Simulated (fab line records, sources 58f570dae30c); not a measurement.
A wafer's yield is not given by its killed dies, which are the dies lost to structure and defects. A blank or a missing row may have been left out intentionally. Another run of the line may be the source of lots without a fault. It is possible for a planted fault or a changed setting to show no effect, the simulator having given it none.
fab line records || flow berkeley-cmos170 || part 2 of 2: steps 29 to 43 of 43
record: {"lots": 5, "wafers": 15, "last-day": 12}
route steps=331 shown ACTIVE@63 PFIELD@79 FIELD@89 SACOX@97 SCREENOX@100 NVT@104
lots that met no fault: from a run of the same line without faults
start-h: start of the lot's first displayed wafer, in hours after the record's first day || wait-h: how many hours have passed since the lot's step before this one || " identical to the entry in the row above || L1.1+2: a row that stands for several wafers || - no value, or no start given || * or withheld: withheld || < > ~ a bound
route shown NAME@n: a module of which the file shows steps, and the number in the route of the first || usual: the fault-free wafers' mean and standard deviation || same: alike in all rows || chamber/n: place in a boat || sites: per-site readings || _std_site: standard deviation of those values || _edge_site: the outer-site mean with the inner-site mean subtracted || radius-mm: how far each site lies from the wafer's centre || mask NAME#n: copy n || behind: tool/chamber where the wafer was last shaped || hold: what put the lot on hold/how long, in hours/how the hold closed || device: whichever transistor did not switch (one of n, p or np) || end of line: at the end of the route, the tests of the same wafers || step lacking rows: just its recipe || killed: count of dies lost to structure and defects at first sort (not the wafer's yield) || map: a wafer's dies, marking killed ones x, the rest . and places with no die _
set.NAME: the setting as run; set.NAME@STEP: as run at that earlier step || model.NAME: the simulator's own value behind a step, which no gauge read
lots at selected steps of the route; one table per step, one row per wafer
services: a tool's chamber out of use, with start hour (start-h, from the record's first day; less than 0 if before it), hours out, and reason
== steps ==
step: UCB170_FIELD_THK_MEAS_02
recipe: {"reads": "SiO2_of_FIELD_OXIDATION_01"}
usual: {"FIELD_OXIDE_THK": "557/8.8"}
{"lot.wafer": "L074.1", "tool": "film-metro-04", "chamber": "-", "start-h": 97.54, "wait-h": 0.0, "FIELD_OXIDE_THK[nm]": 554}
{"lot.wafer": "L074.5", "tool": "film-metro-04", "chamber": "-", "start-h": 97.54, "wait-h": 0.0, "FIELD_OXIDE_THK[nm]": 559}
{"lot.wafer": "L074.6", "tool": "film-metro-04", "chamber": "-", "start-h": 97.54, "wait-h": 0.0, "FIELD_OXIDE_THK[nm]": 552}
{"lot.wafer": "L081.1", "tool": "film-metro-01", "chamber": "-", "start-h": 140.35, "wait-h": 0.1, "FIELD_OXIDE_THK[nm]": 549}
{"lot.wafer": "L081.4", "tool": "film-metro-01", "chamber": "-", "start-h": 140.35, "wait-h": 0.1, "FIELD_OXIDE_THK[nm]": 547}
{"lot.wafer": "L081.6", "tool": "film-metro-01", "chamber": "-", "start-h": 140.35, "wait-h": 0.1, "FIELD_OXIDE_THK[nm]": 552}
{"lot.wafer": "L083.4", "tool": "film-metro-04", "chamber": "-", "start-h": 147.92, "wait-h": 0.0, "FIELD_OXIDE_THK[nm]": 569}
{"lot.wafer": "L083.5", "tool": "film-metro-04", "chamber": "-", "start-h": 147.92, "wait-h": 0.0, "FIELD_OXIDE_THK[nm]": 551}
{"lot.wafer": "L083.6", "tool": "film-metro-04", "chamber": "-", "start-h": 147.92, "wait-h": 0.0, "FIELD_OXIDE_THK[nm]": 564}
{"lot.wafer": "L092.1", "tool": "film-metro-04", "chamber": "-", "start-h": 201.17, "wait-h": 0.0, "FIELD_OXIDE_THK[nm]": 559}
{"lot.wafer": "L092.3", "tool": "film-metro-04", "chamber": "-", "start-h": 201.17, "wait-h": 0.0, "FIELD_OXIDE_THK[nm]": 554}
{"lot.wafer": "L092.6", "tool": "film-metro-04", "chamber": "-", "start-h": 201.17, "wait-h": 0.0, "FIELD_OXIDE_THK[nm]": 556}
{"lot.wafer": "L093.1", "tool": "film-metro-01", "chamber": "-", "start-h": 201.17, "wait-h": 0.0, "FIELD_OXIDE_THK[nm]": 578}
{"lot.wafer": "L093.2", "tool": "film-metro-01", "chamber": "-", "start-h": 201.17, "wait-h": 0.0, "FIELD_OXIDE_THK[nm]": 579}
{"lot.wafer": "L093.6", "tool": "film-metro-01", "chamber": "-", "start-h": 201.17, "wait-h": 0.0, "FIELD_OXIDE_THK[nm]": 564}
step: UCB170_FIELD_ANNEAL_03
recipe: {"temp-c": 1000, "time-s": 1200, "ambient": "N2"}
{"lot.wafer": "L074.1+5+6", "tool": "furnace-01", "chamber": 0, "start-h": 104.60, "wait-h": 7.1}
{"lot.wafer": "L081.1+4+6", "tool": "furnace-04", "chamber": 0, "start-h": 143.56, "wait-h": 3.2}
{"lot.wafer": "L083.4+5+6", "tool": "furnace-04", "chamber": 0, "start-h": 150.73, "wait-h": 2.8}
{"lot.wafer": "L092.1+3+6", "tool": "furnace-04", "chamber": 0, "start-h": 204.38, "wait-h": 3.2}
{"lot.wafer": "L093.1+2+6", "tool": "furnace-04", "chamber": 0, "start-h": 204.38, "wait-h": 3.2}
step: UCB170_FIELD_WET_ETCH_04
recipe: {"chemistry": "dHF", "dilution": "10:1", "target": "SiO2", "temp-c": 25, "time-s": 60}
{"lot.wafer": "L074.1+5+6", "tool": "wet-bench-02", "chamber": 2, "start-h": 105.94, "wait-h": 0.0}
{"lot.wafer": "L081.1+4+6", "tool": "wet-bench-02", "chamber": 2, "start-h": 145.08, "wait-h": 0.2}
{"lot.wafer": "L083.4+5+6", "tool": "wet-bench-02", "chamber": 2, "start-h": 152.06, "wait-h": 0.0}
{"lot.wafer": "L092.1+3+6", "tool": "wet-bench-04", "chamber": 1, "start-h": 205.71, "wait-h": 0.0}
{"lot.wafer": "L093.1+2+6", "tool": "wet-bench-04", "chamber": 3, "start-h": 205.71, "wait-h": 0.0}
step: UCB170_FIELD_WET_ETCH_05
recipe: {"chemistry": "H3PO4", "target": "Si3N4", "temp-c": 160, "time-s": 12600}
{"lot.wafer": "L074.1+5+6", "tool": "wet-bench-02", "chamber": 3, "start-h": 105.96, "wait-h": 0.0}
{"lot.wafer": "L081.1+4+6", "tool": "wet-bench-02", "chamber": 3, "start-h": 145.28, "wait-h": 0.2}
{"lot.wafer": "L083.4+5+6", "tool": "wet-bench-04", "chamber": 2, "start-h": 152.08, "wait-h": 0.0}
{"lot.wafer": "L092.1+3+6", "tool": "wet-bench-04", "chamber": 0, "start-h": 205.74, "wait-h": 0.0}
{"lot.wafer": "L093.1+2+6", "tool": "wet-bench-04", "chamber": 1, "start-h": 205.74, "wait-h": 0.0}
step: UCB170_FIELD_WET_ETCH_06
recipe: {"chemistry": "BOE", "dilution": "5:1", "target": "SiO2", "temp-c": 25, "time-s": 22}
{"lot.wafer": "L074.1+5+6", "tool": "wet-bench-01", "chamber": 3, "start-h": 109.47, "wait-h": 0.0}
{"lot.wafer": "L081.1+4+6", "tool": "wet-bench-02", "chamber": 2, "start-h": 148.79, "wait-h": 0.0}
{"lot.wafer": "L083.4+5+6", "tool": "wet-bench-02", "chamber": 1, "start-h": 156.06, "wait-h": 0.1}
{"lot.wafer": "L092.1+3+6", "tool": "wet-bench-02", "chamber": 3, "start-h": 209.24, "wait-h": 0.0}
{"lot.wafer": "L093.1+2+6", "tool": "wet-bench-02", "chamber": 2, "start-h": 209.24, "wait-h": 0.0}
step: UCB170_FIELD_THK_MEAS_90
recipe: {"reads": "SiO2_of_FIELD_OXIDATION_01"}
usual: {"FIELD_OXIDE_LEFT_1_THK": "440/8.9"}
{"lot.wafer": "L074.1", "tool": "film-metro-02", "chamber": "-", "start-h": 109.49, "wait-h": 0.0, "FIELD_OXIDE_LEFT_1_THK[nm]": 438}
{"lot.wafer": "L074.5", "tool": "film-metro-02", "chamber": "-", "start-h": 109.49, "wait-h": 0.0, "FIELD_OXIDE_LEFT_1_THK[nm]": 442}
{"lot.wafer": "L074.6", "tool": "film-metro-02", "chamber": "-", "start-h": 109.49, "wait-h": 0.0, "FIELD_OXIDE_LEFT_1_THK[nm]": 435}
{"lot.wafer": "L081.1", "tool": "film-metro-04", "chamber": "-", "start-h": 148.80, "wait-h": 0.0, "FIELD_OXIDE_LEFT_1_THK[nm]": 433}
{"lot.wafer": "L081.4", "tool": "film-metro-04", "chamber": "-", "start-h": 148.80, "wait-h": 0.0, "FIELD_OXIDE_LEFT_1_THK[nm]": 431}
{"lot.wafer": "L081.6", "tool": "film-metro-04", "chamber": "-", "start-h": 148.80, "wait-h": 0.0, "FIELD_OXIDE_LEFT_1_THK[nm]": 436}
{"lot.wafer": "L083.4", "tool": "film-metro-04", "chamber": "-", "start-h": 156.10, "wait-h": 0.0, "FIELD_OXIDE_LEFT_1_THK[nm]": 453}
{"lot.wafer": "L083.5", "tool": "film-metro-04", "chamber": "-", "start-h": 156.10, "wait-h": 0.0, "FIELD_OXIDE_LEFT_1_THK[nm]": 435}
{"lot.wafer": "L083.6", "tool": "film-metro-04", "chamber": "-", "start-h": 156.10, "wait-h": 0.0, "FIELD_OXIDE_LEFT_1_THK[nm]": 448}
{"lot.wafer": "L092.1", "tool": "film-metro-04", "chamber": "-", "start-h": 209.26, "wait-h": 0.0, "FIELD_OXIDE_LEFT_1_THK[nm]": 441}
{"lot.wafer": "L092.3", "tool": "film-metro-04", "chamber": "-", "start-h": 209.26, "wait-h": 0.0, "FIELD_OXIDE_LEFT_1_THK[nm]": 437}
{"lot.wafer": "L092.6", "tool": "film-metro-04", "chamber": "-", "start-h": 209.26, "wait-h": 0.0, "FIELD_OXIDE_LEFT_1_THK[nm]": 439}
{"lot.wafer": "L093.1", "tool": "film-metro-02", "chamber": "-", "start-h": 209.26, "wait-h": 0.0, "FIELD_OXIDE_LEFT_1_THK[nm]": 463}
{"lot.wafer": "L093.2", "tool": "film-metro-02", "chamber": "-", "start-h": 209.26, "wait-h": 0.0, "FIELD_OXIDE_LEFT_1_THK[nm]": 463}
{"lot.wafer": "L093.6", "tool": "film-metro-02", "chamber": "-", "start-h": 209.26, "wait-h": 0.0, "FIELD_OXIDE_LEFT_1_THK[nm]": 449}
step: UCB170_SACOX_CLEAN_00
recipe: {"chemistry": "dHF", "dilution": "25:1", "time-s": 7.5}
{"lot.wafer": "L074.1+5+6", "tool": "wet-bench-02", "chamber": 3, "start-h": 109.55, "wait-h": 0.1}
{"lot.wafer": "L081.1+4+6", "tool": "wet-bench-03", "chamber": 0, "start-h": 148.86, "wait-h": 0.1}
{"lot.wafer": "L083.4+5+6", "tool": "wet-bench-02", "chamber": 2, "start-h": 156.43, "wait-h": 0.3}
{"lot.wafer": "L092.1+3+6", "tool": "wet-bench-02", "chamber": 2, "start-h": 209.32, "wait-h": 0.1}
{"lot.wafer": "L093.1+2+6", "tool": "wet-bench-02", "chamber": 0, "start-h": 209.32, "wait-h": 0.1}
step: UCB170_SACOX_OXIDATION_01
recipe: {"temp-c": 900, "ambient": "O2", "target-thk-a": 144, "ox-time-s": 2400}
{"lot.wafer": "L074.1+5+6", "tool": "furnace-01", "chamber": 0, "start-h": 117.39, "wait-h": 7.8}
{"lot.wafer": "L081.1+4+6", "tool": "furnace-04", "chamber": 0, "start-h": 152.06, "wait-h": 3.2}
{"lot.wafer": "L083.4+5+6", "tool": "furnace-01", "chamber": 0, "start-h": 160.71, "wait-h": 4.3}
{"lot.wafer": "L092.1+3+6", "tool": "furnace-04", "chamber": 0, "start-h": 214.78, "wait-h": 5.5}
{"lot.wafer": "L093.1+2+6", "tool": "furnace-04", "chamber": 0, "start-h": 214.78, "wait-h": 5.5}
step: UCB170_SACOX_THK_MEAS_02
recipe: {"reads": "SiO2_of_SACOX_OXIDATION_01"}
usual: {"SACOX_OXIDE_THK": "14.47/0.22"}
{"lot.wafer": "L074.1", "tool": "film-metro-04", "chamber": "-", "start-h": 119.05, "wait-h": 0.0, "SACOX_OXIDE_THK[nm]": 14.12}
{"lot.wafer": "L074.5", "tool": "film-metro-04", "chamber": "-", "start-h": 119.05, "wait-h": 0.0, "SACOX_OXIDE_THK[nm]": 14.47}
{"lot.wafer": "L074.6", "tool": "film-metro-04", "chamber": "-", "start-h": 119.05, "wait-h": 0.0, "SACOX_OXIDE_THK[nm]": 14.55}
{"lot.wafer": "L081.1", "tool": "film-metro-02", "chamber": "-", "start-h": 153.73, "wait-h": 0.0, "SACOX_OXIDE_THK[nm]": 14.47}
{"lot.wafer": "L081.4", "tool": "film-metro-02", "chamber": "-", "start-h": 153.73, "wait-h": 0.0, "SACOX_OXIDE_THK[nm]": 14.43}
{"lot.wafer": "L081.6", "tool": "film-metro-02", "chamber": "-", "start-h": 153.73, "wait-h": 0.0, "SACOX_OXIDE_THK[nm]": 14.49}
{"lot.wafer": "L083.4", "tool": "film-metro-04", "chamber": "-", "start-h": 162.41, "wait-h": 0.0, "SACOX_OXIDE_THK[nm]": 14.54}
{"lot.wafer": "L083.5", "tool": "film-metro-04", "chamber": "-", "start-h": 162.41, "wait-h": 0.0, "SACOX_OXIDE_THK[nm]": 14.41}
{"lot.wafer": "L083.6", "tool": "film-metro-04", "chamber": "-", "start-h": 162.41, "wait-h": 0.0, "SACOX_OXIDE_THK[nm]": 14.41}
{"lot.wafer": "L092.1", "tool": "film-metro-03", "chamber": "-", "start-h": 216.45, "wait-h": 0.0, "SACOX_OXIDE_THK[nm]": 14.76}
{"lot.wafer": "L092.3", "tool": "film-metro-03", "chamber": "-", "start-h": 216.45, "wait-h": 0.0, "SACOX_OXIDE_THK[nm]": 14.52}
{"lot.wafer": "L092.6", "tool": "film-metro-03", "chamber": "-", "start-h": 216.45, "wait-h": 0.0, "SACOX_OXIDE_THK[nm]": 14.74}
{"lot.wafer": "L093.1", "tool": "film-metro-02", "chamber": "-", "start-h": 216.45, "wait-h": 0.0, "SACOX_OXIDE_THK[nm]": 14.42}
{"lot.wafer": "L093.2", "tool": "film-metro-02", "chamber": "-", "start-h": 216.45, "wait-h": 0.0, "SACOX_OXIDE_THK[nm]": 14.75}
{"lot.wafer": "L093.6", "tool": "film-metro-02", "chamber": "-", "start-h": 216.45, "wait-h": 0.0, "SACOX_OXIDE_THK[nm]": 14.84}
step: UCB170_SCREENOX_WET_ETCH_00
recipe: {"chemistry": "dHF", "dilution": "25:1", "target": "SiO2", "temp-c": 25, "time-s": 200}
{"lot.wafer": "L074.1+5+6", "tool": "wet-bench-02", "chamber": 1, "start-h": 119.11, "wait-h": 0.1}
{"lot.wafer": "L081.1+4+6", "tool": "wet-bench-03", "chamber": 0, "start-h": 153.80, "wait-h": 0.1}
{"lot.wafer": "L083.4+5+6", "tool": "wet-bench-02", "chamber": 0, "start-h": 162.44, "wait-h": 0.0}
{"lot.wafer": "L092.1+3+6", "tool": "wet-bench-02", "chamber": 1, "start-h": 216.56, "wait-h": 0.1}
{"lot.wafer": "L093.1+2+6", "tool": "wet-bench-02", "chamber": 2, "start-h": 216.56, "wait-h": 0.1}
step: UCB170_SCREENOX_OXIDATION_01
recipe: {"temp-c": 900, "ambient": "O2", "target-thk-a": 144, "ox-time-s": 2400}
{"lot.wafer": "L074.1+5+6", "tool": "furnace-01", "chamber": 0, "start-h": 123.24, "wait-h": 4.1}
{"lot.wafer": "L081.1+4+6", "tool": "furnace-04", "chamber": 0, "start-h": 156.56, "wait-h": 2.7}
{"lot.wafer": "L083.4+5+6", "tool": "furnace-04", "chamber": 0, "start-h": 166.56, "wait-h": 4.1}
{"lot.wafer": "L092.1+3+6", "tool": "furnace-01", "chamber": 0, "start-h": 220.99, "wait-h": 4.4}
{"lot.wafer": "L093.1+2+6", "tool": "furnace-01", "chamber": 0, "start-h": 220.99, "wait-h": 4.4}
step: UCB170_SCREENOX_THK_MEAS_02
recipe: {"reads": "SiO2_of_SCREENOX_OXIDATION_01"}
usual: {"SCREENOX_OXIDE_THK": "14.41/0.21"}
{"lot.wafer": "L074.1", "tool": "film-metro-02", "chamber": "-", "start-h": 124.90, "wait-h": 0.0, "SCREENOX_OXIDE_THK[nm]": 14.39}
{"lot.wafer": "L074.5", "tool": "film-metro-02", "chamber": "-", "start-h": 124.90, "wait-h": 0.0, "SCREENOX_OXIDE_THK[nm]": 14.38}
{"lot.wafer": "L074.6", "tool": "film-metro-02", "chamber": "-", "start-h": 124.90, "wait-h": 0.0, "SCREENOX_OXIDE_THK[nm]": 14.45}
{"lot.wafer": "L081.1", "tool": "film-metro-03", "chamber": "-", "start-h": 158.23, "wait-h": 0.0, "SCREENOX_OXIDE_THK[nm]": 14.57}
{"lot.wafer": "L081.4", "tool": "film-metro-03", "chamber": "-", "start-h": 158.23, "wait-h": 0.0, "SCREENOX_OXIDE_THK[nm]": 14.34}
{"lot.wafer": "L081.6", "tool": "film-metro-03", "chamber": "-", "start-h": 158.23, "wait-h": 0.0, "SCREENOX_OXIDE_THK[nm]": 14.17}
{"lot.wafer": "L083.4", "tool": "film-metro-03", "chamber": "-", "start-h": 168.26, "wait-h": 0.0, "SCREENOX_OXIDE_THK[nm]": 14.24}
{"lot.wafer": "L083.5", "tool": "film-metro-03", "chamber": "-", "start-h": 168.26, "wait-h": 0.0, "SCREENOX_OXIDE_THK[nm]": 14.60}
{"lot.wafer": "L083.6", "tool": "film-metro-03", "chamber": "-", "start-h": 168.26, "wait-h": 0.0, "SCREENOX_OXIDE_THK[nm]": 14.47}
{"lot.wafer": "L092.1", "tool": "film-metro-01", "chamber": "-", "start-h": 222.66, "wait-h": 0.0, "SCREENOX_OXIDE_THK[nm]": 14.22}
{"lot.wafer": "L092.3", "tool": "film-metro-01", "chamber": "-", "start-h": 222.66, "wait-h": 0.0, "SCREENOX_OXIDE_THK[nm]": 14.32}
{"lot.wafer": "L092.6", "tool": "film-metro-01", "chamber": "-", "start-h": 222.66, "wait-h": 0.0, "SCREENOX_OXIDE_THK[nm]": 14.24}
{"lot.wafer": "L093.1", "tool": "film-metro-03", "chamber": "-", "start-h": 222.66, "wait-h": 0.0, "SCREENOX_OXIDE_THK[nm]": 14.61}
{"lot.wafer": "L093.2", "tool": "film-metro-03", "chamber": "-", "start-h": 222.66, "wait-h": 0.0, "SCREENOX_OXIDE_THK[nm]": 14.72}
{"lot.wafer": "L093.6", "tool": "film-metro-03", "chamber": "-", "start-h": 222.66, "wait-h": 0.0, "SCREENOX_OXIDE_THK[nm]": 14.33}
step: UCB170_SCREENOX_ANNEAL_03
recipe: {"temp-c": 900, "time-s": 900, "ambient": "N2"}
{"lot.wafer": "L074.1+5+6", "tool": "furnace-02", "chamber": 0, "start-h": 129.26, "wait-h": 4.3}
{"lot.wafer": "L081.1+4+6", "tool": "furnace-04", "chamber": 0, "start-h": 162.48, "wait-h": 4.2}
{"lot.wafer": "L083.4+5+6", "tool": "furnace-01", "chamber": 0, "start-h": 173.76, "wait-h": 5.5}
{"lot.wafer": "L092.1+3+6", "tool": "furnace-02", "chamber": 0, "start-h": 227.14, "wait-h": 4.5}
{"lot.wafer": "L093.1+2+6", "tool": "furnace-02", "chamber": 0, "start-h": 227.14, "wait-h": 4.5}
step: UCB170_NVT_HMDS_00
recipe: {"prime-time-s": 60, "prime-temp-c": 100}
same: {"prime-time-s": 60}
{"lot.wafer": "L074.1+5+6", "tool": "litho-track-02", "chamber": 0, "start-h": 130.51, "wait-h": 0.0}
{"lot.wafer": "L081.1+4+6", "tool": "litho-track-03", "chamber": 0, "start-h": 163.74, "wait-h": 0.0}
{"lot.wafer": "L083.4+5+6", "tool": "litho-track-03", "chamber": 0, "start-h": 175.18, "wait-h": 0.2}
{"lot.wafer": "L092.1+3+6", "tool": "litho-track-01", "chamber": 0, "start-h": 228.39, "wait-h": 0.0}
{"lot.wafer": "L093.1+2+6", "tool": "litho-track-03", "chamber": 0, "start-h": 228.48, "wait-h": 0.1}
step: UCB170_NVT_COAT_01
recipe: {"resist": "KrF", "spin-rpm": 1500, "resist-thk-nm": 900}
usual: {"spin-speed-rpm": "1500.1/0.96"}
{"lot.wafer": "L074.1", "tool": "litho-track-02", "chamber": 0, "start-h": 130.66, "wait-h": 0.1, "spin-speed-rpm": 1500.8}
{"lot.wafer": "L074.5", "tool": "litho-track-02", "chamber": 0, "start-h": 130.66, "wait-h": 0.1, "spin-speed-rpm": 1501.3}
{"lot.wafer": "L074.6", "tool": "litho-track-02", "chamber": 0, "start-h": 130.66, "wait-h": 0.1, "spin-speed-rpm": 1501.3}
{"lot.wafer": "L081.1", "tool": "litho-track-03", "chamber": 0, "start-h": 163.89, "wait-h": 0.1, "spin-speed-rpm": 1500.4}
{"lot.wafer": "L081.4", "tool": "litho-track-03", "chamber": 0, "start-h": 163.89, "wait-h": 0.1, "spin-speed-rpm": 1499.7}
{"lot.wafer": "L081.6", "tool": "litho-track-03", "chamber": 0, "start-h": 163.89, "wait-h": 0.1, "spin-speed-rpm": 1499.8}
{"lot.wafer": "L083.4", "tool": "litho-track-03", "chamber": 0, "start-h": 175.33, "wait-h": 0.1, "spin-speed-rpm": 1499.6}
{"lot.wafer": "L083.5", "tool": "litho-track-03", "chamber": 0, "start-h": 175.33, "wait-h": 0.1, "spin-speed-rpm": 1498.6}
{"lot.wafer": "L083.6", "tool": "litho-track-03", "chamber": 0, "start-h": 175.33, "wait-h": 0.1, "spin-speed-rpm": 1500.2}
{"lot.wafer": "L092.1", "tool": "litho-track-01", "chamber": 0, "start-h": 228.54, "wait-h": 0.1, "spin-speed-rpm": 1500.0}
{"lot.wafer": "L092.3", "tool": "litho-track-01", "chamber": 0, "start-h": 228.54, "wait-h": 0.1, "spin-speed-rpm": 1500.4}
{"lot.wafer": "L092.6", "tool": "litho-track-01", "chamber": 0, "start-h": 228.54, "wait-h": 0.1, "spin-speed-rpm": 1498.5}
{"lot.wafer": "L093.1", "tool": "litho-track-03", "chamber": 0, "start-h": 228.63, "wait-h": 0.1, "spin-speed-rpm": 1501.0}
{"lot.wafer": "L093.2", "tool": "litho-track-03", "chamber": 0, "start-h": 228.63, "wait-h": 0.1, "spin-speed-rpm": 1499.2}
{"lot.wafer": "L093.6", "tool": "litho-track-03", "chamber": 0, "start-h": 228.63, "wait-h": 0.1, "spin-speed-rpm": 1501.0}
== services ==
{"tool": "krf-scanner-02", "chamber": "-", "start-h": 62.00, "hours": 1.0, "kind": "pm"}
{"tool": "wet-bench-02", "chamber": "-", "start-h": 73.39, "hours": 2.9, "kind": "repair"}
{"tool": "furnace-02", "chamber": "-", "start-h": 78.11, "hours": 3.8, "kind": "pm"}
{"tool": "plasma-asher-03", "chamber": "-", "start-h": 79.99, "hours": 0.4, "kind": "repair"}
{"tool": "krf-scanner-01", "chamber": "-", "start-h": 80.43, "hours": 1.0, "kind": "pm"}
{"tool": "furnace-01", "chamber": "-", "start-h": 86.78, "hours": 6.7, "kind": "repair"}
{"tool": "plasma-asher-03", "chamber": "-", "start-h": 87.04, "hours": 0.8, "kind": "repair"}
{"tool": "furnace-02", "chamber": "-", "start-h": 97.54, "hours": 22.7, "kind": "pm"}
{"tool": "plasma-asher-03", "chamber": "-", "start-h": 108.81, "hours": 9.0, "kind": "pm"}
{"tool": "krf-scanner-01", "chamber": "-", "start-h": 122.34, "hours": 1.3, "kind": "pm"}
{"tool": "furnace-01", "chamber": "-", "start-h": 129.65, "hours": 3.3, "kind": "pm"}
{"tool": "furnace-01", "chamber": "-", "start-h": 132.95, "hours": 3.0, "kind": "pm"}
{"tool": "plasma-asher-03", "chamber": "-", "start-h": 152.87, "hours": 0.6, "kind": "repair"}
{"tool": "implanter-02", "chamber": "-", "start-h": 154.19, "hours": 6.3, "kind": "repair"}
{"tool": "krf-scanner-02", "chamber": "-", "start-h": 160.50, "hours": 0.8, "kind": "pm"}
{"tool": "krf-scanner-02", "chamber": "-", "start-h": 165.29, "hours": 1.3, "kind": "pm"}
{"tool": "rie-diel-04", "chamber": 3, "start-h": 166.77, "hours": 12.3, "kind": "repair"}
{"tool": "krf-scanner-02", "chamber": "-", "start-h": 175.53, "hours": 2.8, "kind": "repair"}
{"tool": "furnace-04", "chamber": "-", "start-h": 182.93, "hours": 6.0, "kind": "pm"}
{"tool": "rie-diel-02", "chamber": 3, "start-h": 186.09, "hours": 5.8, "kind": "repair"}
{"tool": "lpcvd-02", "chamber": "-", "start-h": 186.78, "hours": 0.4, "kind": "repair"}
{"tool": "krf-scanner-02", "chamber": "-", "start-h": 206.40, "hours": 1.8, "kind": "repair"}
{"tool": "furnace-04", "chamber": "-", "start-h": 207.38, "hours": 3.4, "kind": "pm"}
{"tool": "krf-scanner-01", "chamber": "-", "start-h": 208.26, "hours": 0.8, "kind": "pm"}
